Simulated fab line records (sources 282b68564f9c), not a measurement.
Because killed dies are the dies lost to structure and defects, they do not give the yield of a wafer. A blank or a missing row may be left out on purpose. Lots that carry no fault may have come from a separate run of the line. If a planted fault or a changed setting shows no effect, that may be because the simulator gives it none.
fab line records	flow rit_cmos
record lots=13	wafers=39	last_day=7
route steps=202 shown M1@184
lots that met no fault: from a run of the same line without faults
start_h: hours from the record's opening day to when the first of the lot's shown wafers began	wait_h: hours from the lot's prior step to this one	" same as the row above	L1.1+2: a row that stands for several wafers	- no value, or no start given	* or withheld: withheld	< > ~ a bound
route shown NAME@n: a module of which the file shows steps, and the number in the route of the first	usual: average and standard deviation across the fault-free wafers	same: alike in all rows	chamber/n: place in a boat	sites: per-site readings	_std_site: the standard deviation of these	_edge_site: inner sites' mean taken away from outer sites' mean	radius_mm: for every site, how far away it sits from the centre of the wafer	mask NAME#n: copy n	behind: the tool/chamber that last shaped the wafer	hold: why the lot was held/for how many hours/how that ended	device: which transistor (n, p or np) failed to switch	end of line: the route-end tests of the same wafers	for a step that has no rows: nothing shown but its recipe	killed: the dies lost at the first sort to structure and to defects; this is not the yield of the wafer	map: per-die view of a wafer (x killed, . not killed, _ where there is no die)
set.NAME: the run value of the setting; set.NAME@STEP: its run value at that earlier step	model.NAME: the simulator's own value behind a step, which no gauge read
route steps across a sampled set of lots; one table per step, one row per wafer
services: when a tool's chamber went out of use (start_h, in hours from the record's first day, below 0 if earlier), for how many hours, and the reason
## steps
# step RIT_M1_SPUTTER_00
# recipe material=Al	target_thk_nm=400	power_w=2000	chamber_pressure_pa=0.4	gas=Ar	time_s=500	substrate_temp_c=25
# usual cathode_dc_power_W=2000.0/0.32	chamber_pressure_pa=0.4001/0.00091	throttle_valve_pct=30.2/0.92
lot.wafer	tool	chamber	start_h	wait_h	cathode_dc_power_W	chamber_pressure_pa	throttle_valve_pct
L421.3	pvd_sputter-04	-	55.82	0.0	1999.9	0.3991	30.1
L421.4	"	-	"	"	1999.7	0.4009	30.2
L421.5	"	-	"	"	2000.3	0.3989	30.1
L422.1	pvd_sputter-02	-	57.98	0.0	2000.0	0.4000	30.9
L422.5	"	-	"	"	2000.6	0.4006	31.7
L422.6	"	-	"	"	1999.7	0.3993	31.1
L424.1	pvd_sputter-02	-	67.92	0.0	1999.9	0.4004	30.5
L424.2	"	-	"	"	1999.5	0.3990	31.3
L424.3	"	-	"	"	2000.0	0.4003	29.6
L426.2	pvd_sputter-02	-	78.25	0.0	2000.1	0.4011	29.5
L426.5	"	-	"	"	1999.5	0.4000	30.4
L426.6	"	-	"	"	2000.0	0.4003	29.6
L427.2	pvd_sputter-03	-	81.96	0.0	1999.8	0.4005	30.0
L427.3	"	-	"	"	2000.0	0.4009	29.8
L427.6	"	-	"	"	1999.9	0.3997	30.2
L428.3	pvd_sputter-02	-	88.47	0.0	1999.5	0.4014	30.3
L428.5	"	-	"	"	2000.2	0.4009	30.9
L428.6	"	-	"	"	1999.5	0.3990	31.6
L429.2	pvd_sputter-03	-	92.69	0.0	2000.1	0.3992	30.1
L429.5	"	-	"	"	2000.7	0.4000	30.2
L429.6	"	-	"	"	2000.4	0.3999	29.9
L430.3	pvd_sputter-02	-	98.93	0.0	2000.0	0.3986	29.7
L430.4	"	-	"	"	1999.8	0.4006	30.3
L430.6	"	-	"	"	2000.0	0.3998	30.2
L432.2	pvd_sputter-03	-	108.59	0.0	1999.9	0.4013	30.2
L432.3	"	-	"	"	2000.0	0.4011	30.1
L432.6	"	-	"	"	2000.0	0.3999	29.7
L433.1	pvd_sputter-02	-	112.29	0.0	2000.7	0.4001	31.4
L433.2	"	-	"	"	2000.3	0.3972	30.3
L433.5	"	-	"	"	2000.2	0.4008	29.7
L434.3	pvd_sputter-03	-	118.32	0.0	1999.7	0.4014	29.9
L434.5	"	-	"	"	1999.6	0.4006	28.6
L434.6	"	-	"	"	1999.4	0.4010	30.0
L441.1	pvd_sputter-03	-	154.21	0.0	2000.5	0.4005	30.3
L441.2	"	-	"	"	2000.5	0.4005	28.7
L441.6	"	-	"	"	2000.6	0.4003	30.4
L444.1	pvd_sputter-02	-	167.37	0.0	1999.8	0.4005	30.3
L444.2	"	-	"	"	2000.6	0.4002	31.7
L444.3	"	-	"	"	2000.5	0.4004	29.6
# step RIT_M1_RS_MEAS_01
# recipe thk_meas_gauge=four-point-probe	reads=Al_of_M1_SPUTTER_00
# usual M1_AL_RS=0.0736/0.00087
lot.wafer	tool	chamber	start_h	wait_h	M1_AL_RS[ohm/sq]
L421.3	film_metro-02	-	56.15	0.2	0.0733
L421.4	"	-	"	"	0.0745
L421.5	"	-	"	"	0.0738
L422.1	film_metro-01	-	58.27	0.1	0.0721
L422.5	"	-	"	"	0.0727
L422.6	"	-	"	"	0.0721
L424.1	film_metro-03	-	68.22	0.1	0.0723
L424.2	"	-	"	"	0.0734
L424.3	"	-	"	"	0.0733
L426.2	film_metro-02	-	78.57	0.2	0.0733
L426.5	"	-	"	"	0.0724
L426.6	"	-	"	"	0.0732
L427.2	film_metro-02	-	82.28	0.2	0.0741
L427.3	"	-	"	"	0.0747
L427.6	"	-	"	"	0.0748
L428.3	film_metro-02	-	88.81	0.2	0.0726
L428.5	"	-	"	"	0.0731
L428.6	"	-	"	"	0.0743
L429.2	film_metro-02	-	93.01	0.2	0.0733
L429.5	"	-	"	"	0.0731
L429.6	"	-	"	"	0.0741
L430.3	film_metro-01	-	99.26	0.2	0.0737
L430.4	"	-	"	"	0.0738
L430.6	"	-	"	"	0.0733
L432.2	film_metro-02	-	108.90	0.2	0.0755
L432.3	"	-	"	"	0.0760
L432.6	"	-	"	"	0.0751
L433.1	film_metro-03	-	112.59	0.1	0.0737
L433.2	"	-	"	"	0.0731
L433.5	"	-	"	"	0.0734
L434.3	film_metro-01	-	118.66	0.2	0.0751
L434.5	"	-	"	"	0.0738
L434.6	"	-	"	"	0.0753
L441.1	film_metro-01	-	154.50	0.1	0.0754
L441.2	"	-	"	"	0.0737
L441.6	"	-	"	"	0.0754
L444.1	film_metro-02	-	167.66	0.1	0.0718
L444.2	"	-	"	"	0.0691
L444.3	"	-	"	"	0.0732
# step RIT_M1_THK_MEAS_02
# recipe thk_meas_gauge=xrf	reads=Al_of_M1_SPUTTER_00
# usual M1_AL_THK=396/6.7
lot.wafer	tool	chamber	start_h	wait_h	M1_AL_THK[nm]
L421.3	film_metro-02	-	56.25	0.1	395
L421.4	"	-	"	"	393
L421.5	"	-	"	"	394
L422.1	film_metro-01	-	58.39	0.1	407
L422.5	"	-	"	"	403
L422.6	"	-	"	"	407
L424.1	film_metro-03	-	68.34	0.1	403
L424.2	"	-	"	"	399
L424.3	"	-	"	"	397
L426.2	film_metro-02	-	78.68	0.1	395
L426.5	"	-	"	"	397
L426.6	"	-	"	"	395
L427.2	film_metro-02	-	82.39	0.1	389
L427.3	"	-	"	"	386
L427.6	"	-	"	"	386
L428.3	film_metro-02	-	88.91	0.1	399
L428.5	"	-	"	"	394
L428.6	"	-	"	"	389
L429.2	film_metro-02	-	93.12	0.1	396
L429.5	"	-	"	"	395
L429.6	"	-	"	"	389
L430.3	film_metro-01	-	99.36	0.1	399
L430.4	"	-	"	"	398
L430.6	"	-	"	"	402
L432.2	film_metro-02	-	109.01	0.1	384
L432.3	"	-	"	"	380
L432.6	"	-	"	"	384
L433.1	film_metro-03	-	112.71	0.1	395
L433.2	"	-	"	"	400
L433.5	"	-	"	"	397
L434.3	film_metro-01	-	118.76	0.1	391
L434.5	"	-	"	"	399
L434.6	"	-	"	"	390
L441.1	film_metro-01	-	154.62	0.1	392
L441.2	"	-	"	"	400
L441.6	"	-	"	"	392
L444.1	film_metro-02	-	167.78	0.1	403
L444.2	"	-	"	"	420
L444.3	"	-	"	"	397
# step RIT_M1_METAL_ETCH_12
# recipe stop_on=SiO2	chemistry=Cl2/BCl3	target=Al	time_s=165	over_etch_frac=0.5	pressure_mtorr=100	target_depth_a=6000	rf_w=250	Cl2_flow_sccm=60	bcl3_flow_sccm=50
# usual bcl3_flow_sccm=50.00/0.14	drypump_motor_current_A=5.82/0.29	oes_product_au=0.779/0.013	throttle_valve_pct=8.27/0.17
lot.wafer	tool	chamber	start_h	wait_h	bcl3_flow_sccm	drypump_motor_current_A	oes_product_au	rf_hours_counter_h	throttle_valve_pct
L421.3	rie_metal-02	0	57.76	0.2	50.15	6.08	0.789	-	8.20
L421.4	"	1	"	"	50.02	5.29	0.771	-	8.31
L421.5	"	0	"	"	49.97	6.07	0.781	-	8.20
L422.1	rie_metal-03	1	59.74	0.2	49.98	6.05	0.788	0.6	8.16
L422.5	"	1	"	"	49.85	6.10	0.779	-	8.19
L422.6	"	0	"	"	49.80	5.54	0.804	-	8.41
L424.1	rie_metal-02	0	69.81	0.2	50.05	6.05	0.781	4.3	8.19
L424.2	"	1	"	"	50.17	5.32	0.793	4.3	8.33
L424.3	"	1	"	"	50.01	5.32	0.785	-	8.32
L426.2	rie_metal-03	1	80.14	0.2	49.92	6.08	0.778	0.7	8.18
L426.5	"	0	"	"	49.99	5.54	0.804	-	8.40
L426.6	"	1	"	"	49.86	6.12	0.782	-	8.16
L427.2	rie_metal-02	0	83.72	0.2	49.99	6.07	0.769	4.5	8.21
L427.3	"	0	"	"	49.85	6.06	0.774	-	8.21
L427.6	"	1	"	"	49.94	5.33	0.776	-	8.33
L428.3	rie_metal-04	1	90.29	0.2	49.99	5.89	0.784	-	8.48
L428.5	"	0	"	"	50.02	5.97	0.759	-	7.99
L428.6	"	1	"	"	50.13	5.90	0.787	-	8.51
L429.2	rie_metal-03	1	94.58	0.2	49.96	6.09	0.776	0.9	8.18
L429.5	"	0	"	"	49.97	5.54	0.800	-	8.43
L429.6	"	1	"	"	49.98	6.10	0.774	-	8.20
L430.3	rie_metal-02	0	100.86	0.2	50.14	6.06	0.774	-	8.20
L430.4	"	1	"	"	50.07	5.33	0.784	-	8.31
L430.6	"	0	"	"	50.06	6.07	0.787	-	8.20
L432.2	rie_metal-03	0	110.47	0.2	49.88	5.53	0.789	1.1	8.42
L432.3	"	1	"	"	50.10	6.09	0.758	-	8.19
L432.6	"	0	"	"	50.02	5.52	0.796	-	8.41
L433.1	rie_metal-02	1	114.05	0.2	49.94	5.34	0.781	4.9	8.32
L433.2	"	0	"	"	49.76	6.06	0.774	4.9	8.20
L433.5	"	1	"	"	49.82	5.34	0.787	-	8.34
L434.3	rie_metal-04	1	120.43	0.2	49.95	5.88	0.770	-	8.51
L434.5	"	0	"	"	50.15	6.00	0.755	-	7.98
L434.6	"	1	"	"	49.77	5.92	0.771	-	8.51
L441.1	rie_metal-03	1	156.09	0.2	50.19	6.10	0.767	1.6	8.19
L441.2	"	0	"	"	50.24	5.57	0.801	1.6	8.42
L441.6	"	0	"	"	50.26	5.56	0.782	-	8.41
L444.1	rie_metal-03	1	169.25	0.2	50.06	6.10	0.781	1.8	8.18
L444.2	"	0	"	"	49.82	5.56	0.833	1.8	8.42
L444.3	"	1	"	"	49.91	6.09	0.783	-	8.18
# step RIT_M1_PROBE_99
# usual defect_limited_yield=97.5/1.1	killed_at_contacts=0.0/0.22	killed_at_front_end=6.5/3	killed_dies=6.6/3	killed_open=3.4/2.2	killed_short=3.3/1.7	sort_bin_3_pad_short=0.1/0.22	sort_bin_5_function=1.4/0.73	sort_bin_6_memory=1.0/0.64	sort_n_pass=257.4/3	sort_yield_pct=97.5/1.1
# same gross_dies=264	killed_at_M0_to_M3=0	killed_at_M4_up=0	killed_at_back_side=0	killed_at_other=0
lot.wafer	tool	chamber	start_h	wait_h	defect_limited_yield[%]	killed_at_contacts	killed_at_front_end	killed_dies	killed_open	killed_short	sort_bin_3_pad_short[%]	sort_bin_5_function[%]	sort_bin_6_memory[%]	sort_n_pass	sort_yield_pct[%]
L429.2	prober-01	-	96.90	0.1	96.2	0	10	10	3	7	0.4	1.9	1.5	254.0	96.2
L429.5	prober-01	-	97.05	0.2	97.3	0	7	7	5	2	0	0.8	1.9	257.0	97.3
L429.6	prober-01	-	97.10	0.2	97.3	0	7	7	2	5	0	1.9	0.8	257.0	97.3
L430.3	prober-02	-	103.76	0.2	94.3	0	15	15	12	3	0	3.4	2.3	249.0	94.3
L430.4	prober-02	-	103.81	0.2	97.7	0	6	6	4	2	0	1.5	0.8	258.0	97.7
L430.6	prober-02	-	103.91	0.2	97.3	0	7	7	4	3	0	1.1	1.5	257.0	97.3
L432.2	prober-02	-	112.85	0.1	98.1	0	5	5	1	4	0	1.5	0.4	259.0	98.1
L432.3	prober-02	-	112.90	0.2	99.2	0	2	2	0	2	0	0.8	0	262.0	99.2
L432.6	prober-02	-	113.05	0.2	96.2	0	10	10	5	5	0.4	1.9	1.5	254.0	96.2
L433.1	prober-01	-	116.30	0.1	98.1	0	5	5	3	2	0	1.1	0.8	259.0	98.1
L433.2	prober-01	-	116.35	0.1	98.1	1	4	5	2	3	0.4	0.8	0.8	259.0	98.1
L433.5	prober-01	-	116.50	0.2	96.6	0	9	9	5	4	0	2.7	0.8	255.0	96.6
L434.3	prober-02	-	122.76	0.2	98.5	0	4	4	1	3	0.4	0.4	0.8	260.0	98.5
L434.5	prober-02	-	122.86	0.2	97.3	0	7	7	5	2	0	2.3	0.4	257.0	97.3
L434.6	prober-02	-	122.91	0.2	97.3	0	7	7	3	4	0	1.9	0.8	257.0	97.3
L444.1	prober-02	-	171.51	0.1	97.3	0	7	7	3	4	0	1.5	1.1	257.0	97.3
L444.2	prober-02	-	171.56	0.1	97.7	1	5	6	2	4	0.4	1.9	0	258.0	97.7
L444.3	prober-02	-	171.61	0.2	94.3	0	15	15	6	9	0	3.0	2.7	249.0	94.3
# killed by level:class
L429.2 SPACER:geometric_particle:short=3 GATE:geometric_particle:short=2 FOX1:geometric_particle:short=1 FOX2:geometric_particle:short=1 GATE:geometric_particle:open=1 REOX:geometric_particle:open=1 SPACER:geometric_particle:open=1
L429.5 GATE:geometric_particle:short=2 REOX:geometric_particle:open=2 SILICIDE:geometric_particle:open=2 FOX1:geometric_particle:open=1
L429.6 GATE:geometric_particle:short=5 FOX1:geometric_particle:open=2
L430.3 GATE:geometric_particle:open=5 FOX1:geometric_particle:open=3 SPACER:geometric_particle:open=2 ACTIVE:geometric_particle:open=1 FOX1:geometric_particle:short=1 GATE:geometric_particle:short=1 SILICIDE:geometric_particle:open=1 SILICIDE:geometric_particle:short=1
L430.4 GATE:geometric_particle:open=2 GATE:geometric_particle:short=2 FOX2:geometric_particle:open=1 SILICIDE:geometric_particle:open=1
L430.6 REOX:geometric_particle:open=3 GATE:geometric_particle:short=2 SPACER:geometric_particle:short=1 SILICIDE:geometric_particle:open=1
L432.2 SPACER:geometric_particle:short=2 FOX1:geometric_particle:short=1 FOX1:geometric_particle:open=1 SILICIDE:geometric_particle:short=1
L432.3 FOX1:geometric_particle:short=1 REOX:geometric_particle:short=1
L432.6 SPACER:geometric_particle:open=4 SPACER:geometric_particle:short=3 REOX:geometric_particle:short=1 SILICIDE:geometric_particle:short=1 SILICIDE:geometric_particle:open=1
L433.1 FOX1:geometric_particle:open=2 FOX1:geometric_particle:short=1 GATE:geometric_particle:open=1 GATE:geometric_particle:short=1
L433.2 FOX1:geometric_particle:short=1 GATE:geometric_particle:short=1 GATE:geometric_particle:open=1 REOX:geometric_particle:open=1 CONTACT:geometric_particle:short=1
L433.5 FOX1:geometric_particle:open=2 FOX2:geometric_particle:short=2 SPACER:geometric_particle:open=2 FOX1:geometric_particle:short=1 SILICIDE:geometric_particle:short=1 SILICIDE:geometric_particle:open=1
L434.3 GATE:geometric_particle:short=2 GATE:geometric_particle:open=1 SILICIDE:geometric_particle:short=1
L434.5 FOX1:geometric_particle:short=2 FOX2:geometric_particle:open=2 FOX1:geometric_particle:open=1 GATE:geometric_particle:open=1 SPACER:geometric_particle:open=1
L434.6 FOX1:geometric_particle:short=2 FOX2:geometric_particle:open=1 GATE:geometric_particle:short=1 GATE:geometric_particle:open=1 SPACER:geometric_particle:short=1 SPACER:geometric_particle:open=1
L444.1 GATE:geometric_particle:short=3 FOX2:geometric_particle:open=2 SPACER:geometric_particle:short=1 SILICIDE:geometric_particle:open=1
L444.2 GATE:geometric_particle:open=2 GATE:geometric_particle:short=2 FOX1:geometric_particle:short=1 CONTACT:geometric_particle:short=1
L444.3 GATE:geometric_particle:short=5 FOX1:geometric_particle:open=2 FOX1:geometric_particle:short=2 GATE:geometric_particle:open=2 FOX2:geometric_particle:open=1 FOX2:geometric_particle:short=1 REOX:geometric_particle:open=1 SPACER:geometric_particle:short=1
## services
tool	chamber	start_h	hours	kind
rie_metal-03	-	76.06	1.4	pm
pvd_sputter-04	-	94.76	9.3	repair
pvd_sputter-04	-	120.48	9.6	repair
rie_metal-02	-	126.32	2.8	pm
pvd_sputter-04	-	132.06	3.4	repair
rie_metal-02	-	134.34	8.8	repair
rie_metal-03	-	166.26	0.2	repair
## key
first_sign step=RIT_M1_RS_MEAS_01	reading=M1_AL_RS	direction=down	sigmas=5.2	usual=0.0736	struck=0.0691
effect step=RIT_M1_THK_MEAS_02	reading=M1_AL_THK	direction=up	sigmas=3.5	usual=396	struck=420
effect step=RIT_M1_METAL_ETCH_12	reading=oes_product_au	direction=up	sigmas=4.1	usual=0.779	struck=0.833
met_at RIT_M1_SPUTTER_00
struck_lots L444
struck_wafers L444.2
onset_between 88.47 167.37
fault kind=process_parameter_drift	tool=pvd_sputter-02	chamber=-	onset_h=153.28	steps=RIT_M1_SPUTTER_00	channel=target_thk_nm	offset=26.906	shape=step	end_h=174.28	stated=400	scope=struck_wafers_only
